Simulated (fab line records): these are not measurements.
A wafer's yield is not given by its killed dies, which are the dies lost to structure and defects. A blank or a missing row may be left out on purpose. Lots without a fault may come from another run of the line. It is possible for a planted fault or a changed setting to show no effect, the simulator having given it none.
Check of tool commonality / flow berkeley_cmos170 / 15 lots, 45 wafers sampled

REASON FOR OPENING
3 of 15 lots carry a flag on the reading PLDD_RS at UCB170_SDANNEAL_RS_MEAS_04. Wafers without a fault read 1033.0 ohm/sq, standard deviation 2.7.
Rule: flag the lot when none of its wafers has a number, or when each of its wafers that has one lies beyond 4 standard deviations from that mean. The other lots count as sound.

lot=L630; measured=day 8 10:47; on=film_metro-01; PLDD_RS (ohm/sq), wafer by wafer=1031.8 1034.0 1031.0; flag=
lot=L627; measured=day 8 11:10; on=film_metro-04; PLDD_RS (ohm/sq), wafer by wafer=1031.4 1027.9 1027.0; flag=
lot=L628; measured=day 8 11:30; on=film_metro-01; PLDD_RS (ohm/sq), wafer by wafer=1033.2 1029.8 1033.1; flag=
lot=L629; measured=day 8 12:02; on=film_metro-04; PLDD_RS (ohm/sq), wafer by wafer=1034.4 1034.7 1031.0; flag=
lot=L633; measured=day 8 20:26; on=film_metro-01; PLDD_RS (ohm/sq), wafer by wafer=1034.9 1037.6 1035.2; flag=
lot=L631; measured=day 9 03:01; on=film_metro-01; PLDD_RS (ohm/sq), wafer by wafer=1035.0 1029.4 1029.5; flag=
lot=L635; measured=day 9 03:58; on=film_metro-01; PLDD_RS (ohm/sq), wafer by wafer=1033.1 1032.2 1031.8; flag=
lot=L634; measured=day 9 04:37; on=film_metro-01; PLDD_RS (ohm/sq), wafer by wafer=1033.7 1038.3 1037.7; flag=
lot=L636; measured=day 9 18:42; on=film_metro-04; PLDD_RS (ohm/sq), wafer by wafer=1030.6 1027.5 1032.2; flag=
lot=L644; measured=day 11 11:58; on=film_metro-03; PLDD_RS (ohm/sq), wafer by wafer=1063.8 1065.7 1066.1; flag=FLAGGED
lot=L643; measured=day 11 12:28; on=film_metro-04; PLDD_RS (ohm/sq), wafer by wafer=1061.9 1064.3 1066.8; flag=FLAGGED
lot=L645; measured=day 11 13:04; on=film_metro-03; PLDD_RS (ohm/sq), wafer by wafer=1061.1 1060.3 1061.5; flag=FLAGGED
lot=L648; measured=day 12 04:37; on=film_metro-04; PLDD_RS (ohm/sq), wafer by wafer=1036.2 1039.2 1037.9; flag=
lot=L650; measured=day 12 05:08; on=film_metro-01; PLDD_RS (ohm/sq), wafer by wafer=1031.1 1033.7 1037.1; flag=
lot=L649; measured=day 12 05:10; on=film_metro-04; PLDD_RS (ohm/sq), wafer by wafer=1032.6 1035.2 1034.7; flag=
Average over the flagged lots: 1063.5 ohm/sq; offset from the usual +30.5 ohm/sq, equal to +11 standard deviations.

EACH LOT AND THE TOOL IT RAN ON
The record holds 2 process steps before the reading, out of a route of 331 steps. Cell contents, in order: the tool; ch with the chambers the sampled wafers went through; the start.
lot=L630; flag=; UCB170_SPACER_CVD_00=pecvd-03 ch 1,2, day 7 21:57; UCB170_SPACER_ANNEAL_02=furnace-02 ch 0, day 8 01:06
lot=L627; flag=; UCB170_SPACER_CVD_00=pecvd-02 ch 0,1,2, day 7 22:15; UCB170_SPACER_ANNEAL_02=furnace-02 ch 0, day 8 01:06
lot=L628; flag=; UCB170_SPACER_CVD_00=pecvd-03 ch 0,2, day 7 23:10; UCB170_SPACER_ANNEAL_02=furnace-02 ch 0, day 8 01:06
lot=L629; flag=; UCB170_SPACER_CVD_00=pecvd-02 ch 0,1, day 7 23:24; UCB170_SPACER_ANNEAL_02=furnace-02 ch 0, day 8 01:06
lot=L633; flag=; UCB170_SPACER_CVD_00=pecvd-04 ch 1,2, day 8 09:10; UCB170_SPACER_ANNEAL_02=furnace-04 ch 0, day 8 12:20
lot=L631; flag=; UCB170_SPACER_CVD_00=pecvd-03 ch 0,1, day 8 15:45; UCB170_SPACER_ANNEAL_02=furnace-02 ch 0, day 8 19:07
lot=L635; flag=; UCB170_SPACER_CVD_00=pecvd-02 ch 0,1,2, day 8 16:06; UCB170_SPACER_ANNEAL_02=furnace-02 ch 0, day 8 19:07
lot=L634; flag=; UCB170_SPACER_CVD_00=pecvd-04 ch 1,2, day 8 17:10; UCB170_SPACER_ANNEAL_02=furnace-02 ch 0, day 8 19:07
lot=L636; flag=; UCB170_SPACER_CVD_00=pecvd-03 ch 0,1,2, day 9 04:13; UCB170_SPACER_ANNEAL_02=furnace-04 ch 0, day 9 08:30
lot=L644; flag=FLAGGED; UCB170_SPACER_CVD_00=pecvd-02 ch 0,1,2, day 11 01:49; UCB170_SPACER_ANNEAL_02=furnace-01 ch 0, day 11 05:59
lot=L643; flag=FLAGGED; UCB170_SPACER_CVD_00=pecvd-04 ch 1,2, day 11 02:16; UCB170_SPACER_ANNEAL_02=furnace-01 ch 0, day 11 05:59
lot=L645; flag=FLAGGED; UCB170_SPACER_CVD_00=pecvd-02 ch 1,2, day 11 02:56; UCB170_SPACER_ANNEAL_02=furnace-01 ch 0, day 11 05:59
lot=L648; flag=; UCB170_SPACER_CVD_00=pecvd-02 ch 0,1,2, day 11 17:26; UCB170_SPACER_ANNEAL_02=furnace-02 ch 0, day 11 20:57
lot=L650; flag=; UCB170_SPACER_CVD_00=pecvd-04 ch 0,1, day 11 16:44; UCB170_SPACER_ANNEAL_02=furnace-02 ch 0, day 11 20:57
lot=L649; flag=; UCB170_SPACER_CVD_00=pecvd-03 ch 1,2, day 11 16:47; UCB170_SPACER_ANNEAL_02=furnace-02 ch 0, day 11 20:57
What these steps do:
- UCB170_SPACER_CVD_00: deposits SiO2 from TEOS/O2, target thk 376 nm, time 47 s.
- UCB170_SPACER_ANNEAL_02: time 1800 s.
- UCB170_SDANNEAL_RS_MEAS_04: measures by four-point-probe.

FLAGGED AGAINST TOTAL, ONE TOOL AT A TIME (gauges that did the reading follow at the end)
step=UCB170_SPACER_CVD_00; tool=pecvd-02; lots run=6; flagged=2; share of the flagged lots=some; sound lots run after its first flagged lot=1 (L648)
step=UCB170_SPACER_CVD_00; tool=pecvd-03; lots run=5; flagged=0; share of the flagged lots=none; sound lots run after its first flagged lot=-
step=UCB170_SPACER_CVD_00; tool=pecvd-04; lots run=4; flagged=1; share of the flagged lots=some; sound lots run after its first flagged lot=1 (L650)
step=UCB170_SPACER_ANNEAL_02; tool=furnace-01; lots run=3; flagged=3; share of the flagged lots=all; sound lots run after its first flagged lot=0
step=UCB170_SPACER_ANNEAL_02; tool=furnace-02; lots run=10; flagged=0; share of the flagged lots=none; sound lots run after its first flagged lot=-
step=UCB170_SPACER_ANNEAL_02; tool=furnace-04; lots run=2; flagged=0; share of the flagged lots=none; sound lots run after its first flagged lot=-
step=UCB170_SDANNEAL_RS_MEAS_04; tool=film_metro-01; lots run=7; flagged=0; share of the flagged lots=none; sound lots run after its first flagged lot=-
step=UCB170_SDANNEAL_RS_MEAS_04; tool=film_metro-03; lots run=2; flagged=2; share of the flagged lots=some; sound lots run after its first flagged lot=0
step=UCB170_SDANNEAL_RS_MEAS_04; tool=film_metro-04; lots run=6; flagged=1; share of the flagged lots=some; sound lots run after its first flagged lot=2 (L648,L649)

WHAT THE TABLE ALLOWS
In the table, 1 row covers all flagged lots: furnace-01 at UCB170_SPACER_ANNEAL_02.
- furnace-01 at UCB170_SPACER_ANNEAL_02: 3 of its 3 lots flagged. It ran no sound lot before its first flagged lot in this sample, so the start can't be narrowed down.
Left over: one tool, furnace-01 at UCB170_SPACER_ANNEAL_02.

WHAT THE SIMULATOR HAD PUT IN
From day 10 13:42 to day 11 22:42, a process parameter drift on furnace-01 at UCB170_SPACER_ANNEAL_02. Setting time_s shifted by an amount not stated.
Lots struck among those shown: L644, L643, L645. The rule given above showed the same thing.
